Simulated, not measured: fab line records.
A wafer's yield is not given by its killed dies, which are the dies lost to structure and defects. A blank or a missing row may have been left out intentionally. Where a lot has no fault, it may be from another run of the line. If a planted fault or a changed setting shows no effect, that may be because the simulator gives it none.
A struck lot beside a sound one / flow rit_cmos / 23 steps out of a route of 202
Sound: the wafers L527.3, L527.5, L527.6. Wafers L532.1, L532.2, L532.6 were the ones struck. At the end, the cause is stated.
At each step with rows: each side's tool, then ch and its chambers, then its first start. Under that, the readings that differ: sound wafers / struck wafers / difference of the means / sigmas: that difference in standard deviations of wafers without a fault.
alike: words and numbers the same on both sides, and readings whose means are apart by under 2 such deviations; not compared: readings that were withheld, readings missing a value for some wafer, numbers with overlapping values and no deviation given by the record, and bounds like >300 which may hide the same value.
A row with sigmas, a row that says differs or no value, or rows on one side alone: a step with any of these is where the two part. Non-overlapping numbers with no deviation appear without sigmas and do not part them. Lack of a reading on every wafer of one side parts them only where that side has two or more wafers.

RIT_CONTACT_CD_MEAS_08 targets a cd of 1000 nm.
  sound on cd_sem-01 at day 3 19:30; struck on cd_sem-01 at day 4 13:28
  alike: cd_nm
RIT_CONTACT_OVL_MEAS_09:
  sound on overlay-02 at day 3 19:35; struck on overlay-02 at day 4 13:35
  alike: CONTACT_OVL
then, 1 step without rows for these wafers: RIT_CONTACT_HARDBAKE_10 (time 60 s).
RIT_CONTACT_ETCH_11: etches SiO2 in CHF3/CF4/Ar, stops on TiSi2, target depth 480 nm, time 320 s.
  sound on rie_diel-03 ch 1,2, day 3 19:46; struck on rie_diel-03 ch 0,1, day 4 13:52
  alike: O2_flow_sccm, drypump_motor_current_A, oes_product_au, rf_fwd_power_W, throttle_valve_pct
  not compared: rf_hours_counter_h
RIT_CONTACT_STRIP_12: strips in O2, time 180 s.
  sound on plasma_asher-02 ch 0,1, day 3 20:01; struck on plasma_asher-02 ch 0,1, day 4 14:04
  alike: drypump_motor_current_A, o2_flow_sccm
  not compared: rf_hours_counter_h
RIT_CONTACT_CD_MEAS_90 targets a cd of 1000 nm.
  sound on cd_sem-02 at day 3 20:10; struck on cd_sem-02 at day 4 14:14
  alike: cd_nm
then, 2 steps without rows for these wafers: RIT_CONTACT_CLEAN_13 (cleans in SC1, time 600 s); RIT_CONTACT_CLEAN_14 (cleans in SC2, time 600 s).
RIT_M1_SPUTTER_00: material Al, target thk 400 nm, time 491.7 s.
  sound on pvd_sputter-02 at day 3 20:36; struck on pvd_sputter-04 at day 4 14:45
  alike: chamber_pressure_pa, throttle_valve_pct
RIT_M1_RS_MEAS_01: the measuring method here is four-point-probe.
  sound on film_metro-04 at day 3 20:56; struck on film_metro-02 at day 4 15:02
reading=M1_AL_RS (ohm/sq); sound=0.0737 0.0741 0.0739; struck=0.0755 0.0757 0.0753; difference=+0.0016; sigmas=+2
RIT_M1_THK_MEAS_02: measures by xrf.
  sound on film_metro-04 at day 3 21:02; struck on film_metro-02 at day 4 15:10
reading=M1_AL_THK (nm); sound=404 404 404; struck=393 393 395; difference=-10; sigmas=-3
then, 1 step without rows for these wafers: RIT_M1_HMDS_03 (prime time 60 s).
RIT_M1_COAT_04: resist thk 1300 nm.
  sound on litho_track-01 ch 0, day 3 21:17; struck on litho_track-01 ch 0, day 4 15:22
reading=model.NOVOLAK_of_M1_COAT_04.thk_nm (nm); sound=1289 1298 1295; struck=715.5 715.4 714.7; difference=-578.8; sigmas=
then, 4 steps without rows for these wafers: RIT_M1_SOFTBAKE_05 (time 60 s); RIT_M1_EXPOSE_06 (exposes mask M12, target cd 2600 nm); RIT_M1_PEB_07; RIT_M1_DEVELOP_08 (develop time 68 s).
RIT_M1_CD_MEAS_09 targets a cd of 2600 nm.
  sound on cd_sem-02 at day 3 22:02; struck on cd_sem-02 at day 4 16:06
reading=cd_nm (nm); sound=2602.2 2601.1 2601.5; struck=2545.6 2546.1 2544.9; difference=-56.1; sigmas=-27
RIT_M1_OVL_MEAS_10:
  sound on overlay-01 at day 3 22:07; struck on overlay-02 at day 4 16:13
  alike: M1_OVL
then, 1 step without rows for these wafers: RIT_M1_HARDBAKE_11 (time 120 s).
RIT_M1_METAL_ETCH_12: etches Al in Cl2/BCl3, stops on SiO2, time 165 s, target depth 600 nm.
  sound on rie_metal-03 ch 0,1, day 3 22:37; struck on rie_metal-04 ch 0,1, day 4 16:31
reading=model.NOVOLAK_of_M1_COAT_04.thk_nm (nm); sound=811.8 817.2 812.6; struck=309.4 319.4 310.1; difference=-500.9; sigmas=
reading=model.M1.cd_nm (nm); sound=2606 2603 2603; struck=2547 2547 2547; difference=-57; sigmas=
  alike: drypump_motor_current_A, oes_product_au, rf_fwd_power_W, throttle_valve_pct
  not compared: rf_hours_counter_h
then, 1 step without rows for these wafers: RIT_M1_STRIP_13 (strips in nmp, time 600 s).
RIT_M1_PROBE_99:
  sound on prober-01 at day 4 00:55; struck on prober-02 at day 4 18:46
  alike: defect_limited_yield, killed_at_contacts, killed_at_front_end, killed_dies, killed_open, killed_short, sort_bin_3_pad_short, sort_bin_5_function, sort_bin_6_memory, sort_n_pass, sort_yield_pct

WHERE THEY PART
At RIT_M1_RS_MEAS_01 first; at RIT_M1_CD_MEAS_09 last (within this record only). Later steps at which nothing parts them and some readings are alike: RIT_M1_OVL_MEAS_10, RIT_M1_METAL_ETCH_12, RIT_M1_PROBE_99.

WHY: what had been put in by the simulator
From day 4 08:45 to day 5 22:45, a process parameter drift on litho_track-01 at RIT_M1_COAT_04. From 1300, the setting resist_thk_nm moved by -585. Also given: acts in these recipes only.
